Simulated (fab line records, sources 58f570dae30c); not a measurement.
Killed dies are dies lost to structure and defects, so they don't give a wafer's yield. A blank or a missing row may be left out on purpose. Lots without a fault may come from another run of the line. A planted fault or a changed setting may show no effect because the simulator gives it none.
Which tool did it? | flow berkeley_cmos170 | 14 lots, 42 wafers sampled, at 5 steps of a route of 331

WHAT THE GAUGES READ, wafer by wafer
UCB170_PSD_TW_MEAS_10. Usual: PSD_TW 2308, standard deviation 12.
lot  | measured     | on            | PSD_TW         | flag
L224 | day 7 10:44  | film_metro-04 | 2337 2333 2312 |
L223 | day 7 10:53  | film_metro-03 | 2301 2330 2317 |
L225 | day 7 17:27  | film_metro-03 | 2313 2303 2315 |
L227 | day 7 19:58  | film_metro-01 | 2316 2303 2321 |
L226 | day 7 20:10  | film_metro-03 | 2315 2313 2314 |
L230 | day 8 01:06  | film_metro-01 | 2295 2292 2289 |
L229 | day 8 03:47  | film_metro-04 | 2310 2313 2323 |
L231 | day 8 14:06  | film_metro-01 | 2290 2283 2286 |
L233 | day 8 14:14  | film_metro-04 | 2323 2325 2312 |
L234 | day 9 05:13  | film_metro-03 | 2299 2294 2301 |
L235 | day 9 22:11  | film_metro-03 | 2294 2310 2297 |
L243 | day 11 10:11 | film_metro-04 | 2317 2328 2317 |
L245 | day 12 01:08 | film_metro-03 | 2316 2313 2318 |
L246 | day 12 01:11 | film_metro-04 | 2297 2301 2298 |

UCB170_V1_THK_MEAS_01. Usual: V1_TEOS_THK 1994 nm, standard deviation 28.
lot  | measured     | on            | V1_TEOS_THK (nm) | flag
L224 | day 8 02:55  | film_metro-02 | 1963 1959 1999   |
L223 | day 8 02:55  | film_metro-03 | 2016 1992 2058   |
L225 | day 8 12:10  | film_metro-01 | 1966 1962 2008   |
L227 | day 8 12:10  | film_metro-03 | 1966 2024 2031   |
L226 | day 8 12:12  | film_metro-02 | 1985 1975 1955   |
L230 | day 8 16:08  | film_metro-01 | 1989 1960 1992   |
L229 | day 9 00:42  | film_metro-02 | 1983 1976 2007   |
L231 | day 9 08:17  | film_metro-02 | 1984 2001 2009   |
L233 | day 9 08:18  | film_metro-03 | 1967 1977 2012   |
L234 | day 10 00:02 | film_metro-02 | 1962 2034 1987   |
L235 | day 10 13:16 | film_metro-03 | 1976 2005 2029   |
L243 | day 12 07:52 | film_metro-02 | 2075 1981 2113   |
L245 | day 12 18:38 | film_metro-02 | 1996 2012 2008   |
L246 | day 12 18:29 | film_metro-03 | 2094 1956 1987   |

UCB170_M2_CD_MEAS_15: target cd 700 nm. Usual: cd_nm 700.6 nm, standard deviation 1.5.
lot  | measured     | on        | cd_nm (nm)        | flag
L224 | day 8 07:54  | cd_sem-02 | 702.9 702.0 703.5 |
L223 | day 8 08:34  | cd_sem-01 | 699.0 698.5 699.0 |
L225 | day 8 20:23  | cd_sem-02 | 702.3 702.2 701.5 |
L227 | day 8 20:01  | cd_sem-01 | 699.3 700.5 700.9 |
L226 | day 8 20:04  | cd_sem-02 | 701.3 700.2 699.3 |
L230 | day 8 20:55  | cd_sem-02 | 699.6 699.3 699.3 |
L229 | day 9 05:04  | cd_sem-02 | 701.4 701.6 700.5 |
L231 | day 9 12:44  | cd_sem-02 | 698.5 698.2 699.2 |
L233 | day 9 12:31  | cd_sem-01 | 700.8 699.5 699.5 |
L234 | day 10 04:12 | cd_sem-01 | 701.5 703.2 704.2 |
L235 | day 10 20:43 | cd_sem-02 | 698.3 698.1 698.4 |
L243 | day 12 13:37 | cd_sem-01 | 699.9 701.7 700.5 |
L245 | day 13 01:17 | cd_sem-02 | 701.8 700.8 702.2 |
L246 | day 13 00:17 | cd_sem-01 | 701.2 701.8 702.0 |

WHICH TOOL RAN EACH LOT (tool, then ch and the chambers of the sampled wafers, then the start)
lot  | UCB170_CONTACT_STRIP_19              | UCB170_V1_CVD_00
L224 | plasma_asher-01 ch 0,1, day 7 21:16  | pecvd-01 ch 0,1,2, day 8 02:46
L223 | plasma_asher-04 ch 0,1, day 7 22:38  | pecvd-02 ch 0,1,2, day 8 02:46
L225 | plasma_asher-01 ch 0,1, day 8 01:28  | pecvd-01 ch 1,2, day 8 12:01
L227 | plasma_asher-03 ch 0,1, day 8 06:27  | pecvd-02 ch 0,1, day 8 12:01
L226 | plasma_asher-04 ch 0,1, day 8 07:39  | pecvd-03 ch 0,1,2, day 8 12:05
L230 | plasma_asher-03 ch 0,1, day 8 09:08  | pecvd-03 ch 0,1,2, day 8 16:01
L229 | plasma_asher-04 ch 0,1, day 8 13:09  | pecvd-03 ch 1,2, day 9 00:33
L231 | plasma_asher-04 ch 0,1, day 9 00:22  | pecvd-02 ch 0,1,2, day 9 08:08
L233 | plasma_asher-01 ch 0,1, day 9 00:38  | pecvd-01 ch 0,1, day 9 08:08
L234 | plasma_asher-04 ch 0,1, day 9 16:56  | pecvd-01 ch 0,1,2, day 9 23:52
L235 | plasma_asher-03 ch 0,1, day 10 07:56 | pecvd-03 ch 0,1,2, day 10 13:07
L243 | plasma_asher-03 ch 0,1, day 12 00:35 | pecvd-03 ch 1,2, day 12 07:41
L245 | plasma_asher-03 ch 0,1, day 12 13:52 | pecvd-02 ch 0,1,2, day 12 18:29
L246 | plasma_asher-03 ch 0,1, day 12 13:20 | pecvd-03 ch 0,1,2, day 12 18:19
- UCB170_CONTACT_STRIP_19: strips in O2.
- UCB170_V1_CVD_00: deposits SiO2 from TEOS/O2, target thk 2000 nm, time 250 s.

WHAT THE TOOLS THEMSELVES READ (means of the sampled wafers that have a number; where no wafer has one, the mark that the record gives instead)
UCB170_CONTACT_STRIP_19. Usual: drypump_motor_current_A 5.8 A, standard deviation 0.53; oes_product_au 0.726 a.u., standard deviation 0.0044.
lot  | tool            | drypump_motor_current_A (A) | oes_product_au (a.u.) | flag
L224 | plasma_asher-01 | 5.1                         | 0.730                 |
L223 | plasma_asher-04 | 6.3                         | 0.727                 |
L225 | plasma_asher-01 | 5.0                         | 0.728                 |
L227 | plasma_asher-03 | 5.9                         | 0.725                 |
L226 | plasma_asher-04 | 6.1                         | 0.724                 |
L230 | plasma_asher-03 | 5.9                         | 0.722                 |
L229 | plasma_asher-04 | 6.1                         | 0.729                 |
L231 | plasma_asher-04 | 6.3                         | 0.726                 |
L233 | plasma_asher-01 | 5.1                         | 0.726                 |
L234 | plasma_asher-04 | 6.4                         | 0.726                 |
L235 | plasma_asher-03 | 5.9                         | 0.724                 |
L243 | plasma_asher-03 | 5.8                         | 0.728                 |
L245 | plasma_asher-03 | 5.9                         | 0.729                 |
L246 | plasma_asher-03 | 5.8                         | 0.726                 |

UCB170_V1_CVD_00. Usual: heater_power_w 251 W, standard deviation 57; run_length_s 277.8 s, standard deviation 0.52.
lot  | tool     | heater_power_w (W) | run_length_s (s) | flag
L224 | pecvd-01 | 287                | 277.9            |
L223 | pecvd-02 | 219                | 277.9            |
L225 | pecvd-01 | 220                | 277.9            |
L227 | pecvd-02 | 221                | 277.6            |
L226 | pecvd-03 | 247                | 277.7            |
L230 | pecvd-03 | 261                | 278.0            |
L229 | pecvd-03 | 335                | 278.0            |
L231 | pecvd-02 | 258                | 278.0            |
L233 | pecvd-01 | 260                | 277.4            |
L234 | pecvd-01 | 271                | 277.5            |
L235 | pecvd-03 | 270                | 277.8            |
L243 | pecvd-03 | 275                | 287.4            | OFF
L245 | pecvd-02 | 217                | 278.0            |
L246 | pecvd-03 | 229                | 282.3            | OFF

THE ANSWER, worked out from the rows above alone
Rule: a lot is off if the mean of its wafers that have a number lies more than 3 standard deviations from the usual mean. A lot without any number at a reading at which 4 lots or more have one is off too. The other lots that the step has rows for count as sound. The gauges are gone through in route order, then the tools' own readings, and for those a lot's mean is taken as printed above. The first step at which some lot is off is used, and at that step the reading that is off furthest; a lot without a number counts as furthest.
Off: L243, L246, at UCB170_V1_CVD_00 (run_length_s).
A tool fits if, at that step or a process step before it, it ran every lot that is off, and no sound lot after the first of them. One fits: pecvd-03 at UCB170_V1_CVD_00. Its last sound lot is L235 (day 10 13:07), its first lot that is off L243 (day 12 07:41): a fault that began between those two fits.
The tool's own readings at UCB170_V1_CVD_00 bear it out: on the lots that are off they differ by more than 5 times the standard deviation of the sound lots' means. run_length_s reads 284.9 s there against 277.8 s on the sound lots.

WHAT THE SIMULATOR HAD PUT IN
Process parameter drift: pecvd-03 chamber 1, from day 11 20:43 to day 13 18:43, at UCB170_V1_CVD_00. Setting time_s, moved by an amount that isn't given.
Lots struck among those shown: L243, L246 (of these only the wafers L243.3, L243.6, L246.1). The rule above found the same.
